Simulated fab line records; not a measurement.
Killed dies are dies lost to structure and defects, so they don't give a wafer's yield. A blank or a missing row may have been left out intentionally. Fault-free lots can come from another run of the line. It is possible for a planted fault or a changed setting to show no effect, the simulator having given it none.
Problem report in the 8D (eight disciplines) form, filled by code / flow rit cmos / the parts of the form that need people (team, actions taken, sign-off) are left out

== 1. WHAT IS WRONG ==
Mean of run length s at RIT_PRETRO_STRIP_09: 27.1 s over 3 wafers from 1 lot, against 208.4 s (standard deviation 0.39) on wafers with no fault. That is -99 or more standard deviations from the usual mean.
The step: strips in O2, time 180 s.
First seen on wafer L778.1, day 4 18:50, on plasma asher-02. The record holds 39 wafers of 13 lots with a number at this step. By rule, "out" or "out of limits" means more than 4 standard deviations away from the usual mean. The other wafers with a number count as sound.

== 2. WHAT IT IS, WHAT IT ISN'T ==
question=which readings at this step | is=run length s | is not=drypump motor current A
question=which lots | is=L778 | is not=L767, L769, L771, L772, L773, L774, L776, L777, L785, L788, L789, L790
question=which wafers of those lots | is=all that have a number | is not=-
question=read on which tools | is=plasma asher-02 | is not=plasma asher-01, plasma asher-03
question=when | is=from day 4 18:50 | is not=up to then (24 sound wafers); but 12 sound wafers of L785, L788, L789, L790 came after

== 3. THE SUSPECTS, EACH WITH WHAT RULES IT OUT ==
Counting: any tool at a process step up to the reading is kept as a suspect provided that every lot that is out went through it and no sound lot did after the first of them.
- plasma asher-04 at RIT_NWELL_STRIP_09 (strips in O2, time 180 s): ruled out as a lasting fault. Following L778 (day 4 08:20), the first lot on it that is out, the sound lots L790 were run on it.
- plasma asher-02 at RIT_PRETRO_STRIP_09 (strips in O2, time 180 s): ruled out as a lasting fault. Following L778 (day 4 18:50), the first lot on it that is out, the sound lots L789, L790 were run on it.
Left after counting: nothing in the record.

== 4. THE CAUSE (what the simulator had put in) ==
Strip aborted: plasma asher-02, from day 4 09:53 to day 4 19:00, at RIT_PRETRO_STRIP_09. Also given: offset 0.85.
Counting ruled it out, wrongly.

== 5. SEQUENCE OF EFFECTS, ordered by route ==
Each row: a reading whose mean over the struck wafers that have a number lies more than 3 standard deviations from the usual. Readings are gone through only where the record gives a usual standard deviation; hours: the median, over the lots, of the time from a lot's start at the first step in this table giving one to that lot's start at this step; sigmas: the change measured in usual standard deviations.
hours=0; step=RIT_PRETRO_STRIP_09; reading=run length s; usual=208.4 s; on struck wafers=27.1; change=-181.3; sigmas=-99 or more
hours=28; step=RIT_M1_PROBE_99; reading=killed at front end; usual=7; on struck wafers=264; change=+257; sigmas=+83
hours=28; step=RIT_M1_PROBE_99; reading=killed dies; usual=7; on struck wafers=264; change=+257; sigmas=+83
hours=28; step=RIT_M1_PROBE_99; reading=killed on rim; usual=1.8; on struck wafers=70.0; change=+68.2; sigmas=+52
Its process steps:
- RIT_PRETRO_STRIP_09: strips in O2, time 180 s.
- RIT_M1_PROBE_99

== 6. WHAT WOULD HAVE CAUGHT IT SOONER ==
9 hours passed between the start of the fault at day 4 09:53 and the first reading out of limits in this record, taken at day 4 18:50.
